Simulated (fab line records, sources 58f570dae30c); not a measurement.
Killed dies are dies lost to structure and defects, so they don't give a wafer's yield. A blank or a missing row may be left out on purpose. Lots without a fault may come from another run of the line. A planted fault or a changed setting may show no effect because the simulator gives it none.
One fault seen from 2 desks | flow berkeley_cmos170 | each desk has only its own numbers; what lay behind them comes last

THE TOOL OWNER'S DESK: rtp_anneal-01
The tool's own readings at UCB170_SDANNEAL_RTA_01 (time 5 s): means of the sampled wafers that have a number, for each lot that ran on this tool. A lot is out of limits, marked OUT, if its mean lies more than 4 standard deviations from the usual mean; the brackets give that distance.
Columns: A = lamp_power_pct at UCB170_SDANNEAL_RTA_01, usual 41.8 %; B = wafer_temp_C_max at UCB170_SDANNEAL_RTA_01, usual 1054.5
lot  | first seen here | A    | B
L221 | day 7 20:10     | 43.5 | 1055.7
L225 | day 9 00:28     | 43.5 | 1055.1
L226 | day 9 01:00     | 43.4 | 1054.8
L228 | day 9 01:19     | 43.4 | 1053.5
L227 | day 9 01:34     | 43.4 | 1054.0
L231 | day 10 05:46    | 43.4 | 1054.6
L230 | day 10 10:39    | 43.5 | 1054.9
L234 | day 10 11:01    | 43.5 | 1054.8
This desk's finding: nothing out of limits on any of the 8 lots.

THE METROLOGY DESK
What the gauges read, lot by lot, whatever tool the lot ran on: means of the sampled wafers that have a number. A lot is out of limits, marked OUT, if its mean lies more than 4 standard deviations from the usual mean; the brackets give that distance.
Columns: A = NWELL_NITRIDE_THK at UCB170_NWELL_THK_MEAS_05, usual 222.7 nm; B = PSD_RS at UCB170_SDANNEAL_RS_MEAS_02, usual 75.59 ohm/sq; C = NSD_RS at UCB170_SDANNEAL_RS_MEAS_03, usual 37.27 ohm/sq; D = PLDD_RS at UCB170_SDANNEAL_RS_MEAS_04, usual 1031.6 ohm/sq
lot  | first seen here | A     | B                        | C               | D
L221 | day 2 09:33     | 224.4 | 76.03                    | 37.27           | 1030.1
L223 | day 3 04:43     | 225.6 | 75.30                    | 37.31           | 1027.5
L225 | day 3 09:58     | 220.9 | 75.48                    | 37.15           | 1030.6
L226 | day 3 17:02     | 223.8 | 75.31                    | 37.29           | 1031.4
L227 | day 3 18:59     | 219.7 | 75.78                    | 37.22           | 1033.8
L228 | day 3 19:00     | 223.3 | 75.92                    | 37.25           | 1035.2
L229 | day 4 03:02     | 222.5 | 75.36                    | 37.21           | 1029.8
L230 | day 4 09:25     | 222.6 | 104.94 (+99 or more) OUT | 40.63 (+37) OUT | 1044.2 (+4.2) OUT
L231 | day 4 12:20     | 221.9 | 75.68                    | 37.33           | 1032.7
L232 | day 4 21:04     | 223.1 | 75.32                    | 37.25           | 1029.5
L234 | day 4 21:05     | 220.3 | 104.97 (+99 or more) OUT | 40.60 (+37) OUT | 1050.2 (+6.2) OUT
L241 | day 6 14:38     | 223.4 | 76.02                    | 37.39           | 1030.5
L244 | day 7 01:22     | 224.2 | 75.65                    | 37.39           | 1032.0
L243 | day 7 01:23     | 221.2 | 75.89                    | 37.33           | 1037.2
This desk's finding: out of limits on L230, L234; first on L230, day 10 10:43 (PSD_RS at UCB170_SDANNEAL_RS_MEAS_02). In limits: L221, L223, L225, L226, L227, L228, L229, L231, L232, L241, L244, L243.

PUT TOGETHER
The metrology desk could have raised an alarm at day 10 10:43, on L230, L234.
The tool owner's desk saw nothing out of limits.
The tool owner's desk has L230, L234 on record, within its limits.
Of the lots named, all ran UCB170_SDANNEAL_RTA_01 on rtp_anneal-01.

WHAT THE SIMULATOR HAD PUT IN
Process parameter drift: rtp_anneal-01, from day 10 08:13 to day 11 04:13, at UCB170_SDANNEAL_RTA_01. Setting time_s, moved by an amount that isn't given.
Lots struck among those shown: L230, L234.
Hours from the fault's start to each desk's first reading out of limits: the metrology desk, 2.
